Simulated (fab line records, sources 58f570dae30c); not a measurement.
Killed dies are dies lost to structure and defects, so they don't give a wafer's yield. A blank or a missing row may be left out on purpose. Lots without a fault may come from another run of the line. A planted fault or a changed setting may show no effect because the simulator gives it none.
Which tool did it? | flow berkeley_cmos170 | 15 lots, 45 wafers sampled, at 5 steps of a route of 331

WHAT THE GAUGES READ, wafer by wafer
UCB170_PWELL_THK_MEAS_06.
lot  | measured    | on            | PWELL_NITRIDE_THK (nm)
L365 | day 3 12:03 | film_metro-04 | 223.2 221.3 223.3
L366 | day 3 12:03 | film_metro-01 | 219.3 221.0 219.5
L367 | day 4 02:00 | film_metro-01 | 220.0 220.4 219.8
L368 | day 4 02:00 | film_metro-04 | 215.8 218.1 217.5
L371 | day 4 18:02 | film_metro-02 | 217.1 218.3 217.8
L372 | day 5 12:39 | film_metro-04 | 222.5 222.6 221.7
L373 | day 5 18:14 | film_metro-01 | 219.9 221.0 219.2
L376 | day 5 18:14 | film_metro-02 | 217.3 218.7 217.6
L377 | day 5 18:17 | film_metro-01 | 220.4 220.1 221.6
L379 | day 6 05:23 | film_metro-02 | 219.9 221.8 218.5
L378 | day 6 05:23 | film_metro-04 | 226.2 225.9 225.9
L381 | day 6 18:25 | film_metro-04 | 218.3 216.9 219.4
L382 | day 6 18:25 | film_metro-01 | 220.0 222.0 220.3
L385 | day 7 06:22 | film_metro-04 | 224.0 223.9 222.9
L386 | day 7 11:13 | film_metro-01 | 221.6 220.3 221.6

UCB170_ACTIVE_OVL_MEAS_14.
lot  | measured    | on         | ACTIVE_OVL (nm)
L365 | day 4 18:12 | overlay-01 | -6 5 -6
L366 | day 4 18:26 | overlay-01 | 4 11 8
L367 | day 5 11:32 | overlay-02 | 10 10 4
L368 | day 5 11:17 | overlay-01 | 2 0 1
L371 | day 6 00:08 | overlay-02 | -3 -5 -7
L372 | day 6 15:43 | overlay-01 | 9 9 8
L373 | day 7 00:04 | overlay-01 | -3 -4 -6
L376 | day 7 00:22 | overlay-01 | 1 2 -3
L377 | day 7 00:06 | overlay-01 | -3 -9 -2
L379 | day 7 08:39 | overlay-01 | 10 10 16
L378 | day 7 08:56 | overlay-01 | -6 -4 -8
L381 | day 7 16:42 | overlay-01 | -4 -3 2
L382 | day 7 16:35 | overlay-02 | -2 -2 4
L385 | day 8 08:57 | overlay-01 | 12 7 7
L386 | day 8 12:32 | overlay-01 | -2 4 4

UCB170_GATE_OVL_MEAS_13.
lot  | measured     | on         | GATE_OVL (nm)
L365 | day 6 18:16  | overlay-02 | 0 3 -1
L366 | day 6 18:23  | overlay-01 | 3 4 3
L367 | day 7 04:17  | overlay-02 | 0 0 -3
L368 | day 7 04:10  | overlay-02 | 0 4 1
L371 | day 7 14:22  | overlay-01 | 5 -2 -1
L372 | day 8 07:38  | overlay-01 | 324 322 320 325 322 320
L373 | day 8 16:07  | overlay-02 | 3 -3 -2
L376 | day 8 16:10  | overlay-01 | 316 313 314 316 312 314
L377 | day 8 16:44  | overlay-01 | 312 316 314 312 316 314
L379 | day 9 05:24  | overlay-01 | -3 3 -7
L378 | day 9 05:28  | overlay-02 | -4 4 1
L381 | day 9 08:56  | overlay-02 | 0 3 -3
L382 | day 9 08:37  | overlay-01 | -5 -2 0
L385 | day 10 09:53 | overlay-02 | 1 2 5
L386 | day 10 09:29 | overlay-01 | 2 2 3

WHICH TOOL RAN EACH LOT (tool, then ch and the chambers of the sampled wafers, then the start)
lot  | UCB170_ACTIVE_STRIP_16              | UCB170_GATE_EXPOSE_09
L365 | plasma_asher-02 ch 0,1, day 4 18:20 | krf_scanner-02 ch 0, day 6 17:28
L366 | plasma_asher-04 ch 0,1, day 4 18:35 | krf_scanner-02 ch 0, day 6 17:35
L367 | plasma_asher-01 ch 0,1, day 5 11:40 | krf_scanner-01 ch 0, day 7 03:08
L368 | plasma_asher-02 ch 0,1, day 5 11:26 | krf_scanner-02 ch 0, day 7 02:48
L371 | plasma_asher-04 ch 0,1, day 6 00:17 | krf_scanner-02 ch 0, day 7 13:40
L372 | plasma_asher-02 ch 0,1, day 6 15:51 | krf_scanner-01 ch 0, day 8 06:50
L373 | plasma_asher-02 ch 0,1, day 7 00:12 | krf_scanner-02 ch 0, day 8 15:11
L376 | plasma_asher-04 ch 0,1, day 7 00:30 | krf_scanner-01 ch 0, day 8 15:25
L377 | plasma_asher-04 ch 0,1, day 7 00:14 | krf_scanner-01 ch 0, day 8 16:07
L379 | plasma_asher-02 ch 0,1, day 7 08:47 | krf_scanner-02 ch 0, day 9 04:14
L378 | plasma_asher-01 ch 0,1, day 7 09:04 | krf_scanner-02 ch 0, day 9 04:22
L381 | plasma_asher-04 ch 0,1, day 7 16:50 | krf_scanner-02 ch 0, day 9 08:26
L382 | plasma_asher-01 ch 0, day 7 16:43   | krf_scanner-02 ch 0, day 9 08:07
L385 | plasma_asher-04 ch 0,1, day 8 09:05 | krf_scanner-02 ch 0, day 10 09:20
L386 | plasma_asher-01 ch 0,1, day 8 12:40 | krf_scanner-02 ch 0, day 10 08:51
- UCB170_ACTIVE_STRIP_16: strips in O2.
- UCB170_GATE_EXPOSE_09: exposes mask POLY, target cd 350 nm.

WHAT THE TOOLS THEMSELVES READ (means of the sampled wafers that have a number; where no wafer has one, the mark that the record gives instead)
UCB170_ACTIVE_STRIP_16.
lot  | tool            | drypump_motor_current_A (A) | o2_flow_sccm (sccm) | oes_product_au (a.u.) | strip_time_to_endpoint_s (s)
L365 | plasma_asher-02 | 5.7                         | 401.2               | 0.721                 | 18.20
L366 | plasma_asher-04 | 5.7                         | 400.6               | 0.722                 | 17.98
L367 | plasma_asher-01 | 6.2                         | 400.5               | 0.728                 | 18.06
L368 | plasma_asher-02 | 5.7                         | 398.9               | 0.722                 | 18.07
L371 | plasma_asher-04 | 6.1                         | 400.7               | 0.718                 | 17.98
L372 | plasma_asher-02 | 6.3                         | 398.7               | 0.720                 | 18.11
L373 | plasma_asher-02 | 5.7                         | 399.9               | 0.716                 | 18.12
L376 | plasma_asher-04 | 6.1                         | 400.5               | 0.724                 | 18.16
L377 | plasma_asher-04 | 6.1                         | 401.0               | 0.718                 | 17.92
L379 | plasma_asher-02 | 6.3                         | 400.9               | 0.723                 | 18.00
L378 | plasma_asher-01 | 6.3                         | 399.7               | 0.721                 | 18.06
L381 | plasma_asher-04 | 6.1                         | 399.8               | 0.725                 | 18.05
L382 | plasma_asher-01 | 6.0                         | 400.7               | 0.721                 | 18.15
L385 | plasma_asher-04 | 6.1                         | 400.0               | 0.720                 | 18.12
L386 | plasma_asher-01 | 6.2                         | 400.4               | 0.718                 | 18.10

UCB170_GATE_EXPOSE_09.
lot  | tool           | stage_vel_mm_s (mm/s)
L365 | krf_scanner-02 | 500.27
L366 | krf_scanner-02 | 500.11
L367 | krf_scanner-01 | 499.72
L368 | krf_scanner-02 | 500.08
L371 | krf_scanner-02 | 499.93
L372 | krf_scanner-01 | 500.05
L373 | krf_scanner-02 | 499.49
L376 | krf_scanner-01 | 499.59
L377 | krf_scanner-01 | 499.75
L379 | krf_scanner-02 | 499.77
L378 | krf_scanner-02 | 500.00
L381 | krf_scanner-02 | 499.48
L382 | krf_scanner-02 | 500.20
L385 | krf_scanner-02 | 500.03
L386 | krf_scanner-02 | 499.83

THE ANSWER, worked out from the rows above alone
Rule: what is usual is taken from the lots themselves. Put in order of their means at a reading, lots are off if they are a third of the lots or fewer, leave a main group of 4 or more, and stand apart from it by a gap of 3 or more times the standard deviation of the main group's means; of several such gaps the widest counts. A main group whose means are all the same, to the digits that the tables above print for the reading, isn't used. A lot without any number at a reading at which 4 lots or more have one is off too. The other lots that the step has rows for count as sound. The gauges are gone through in route order, then the tools' own readings, and for those a lot's mean is taken as printed above. The first step at which some lot is off is used, and at that step the reading that is off furthest; a lot without a number counts as furthest.
Off: L372, L376, L377, at UCB170_GATE_OVL_MEAS_13 (GATE_OVL). The main group: mean 0 nm, standard deviation 1.8.
A tool fits if, at a process step before that reading, it ran every lot that is off, and no sound lot after the first of them. The gauges at UCB170_GATE_OVL_MEAS_13 are tried like those tools. One fits: krf_scanner-01 at UCB170_GATE_EXPOSE_09. Its last sound lot is L367 (day 7 03:08), its first lot that is off L372 (day 8 06:50): a fault that began between those two fits.

WHAT THE SIMULATOR HAD PUT IN
Scanner matching overlay: krf_scanner-01, from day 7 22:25 on, at UCB170_GATE_EXPOSE_09. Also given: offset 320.
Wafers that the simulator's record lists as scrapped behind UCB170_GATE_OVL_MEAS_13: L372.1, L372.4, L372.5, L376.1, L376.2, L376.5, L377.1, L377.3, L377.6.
Lots struck among those shown: L372, L376, L377. The rule above found the same.
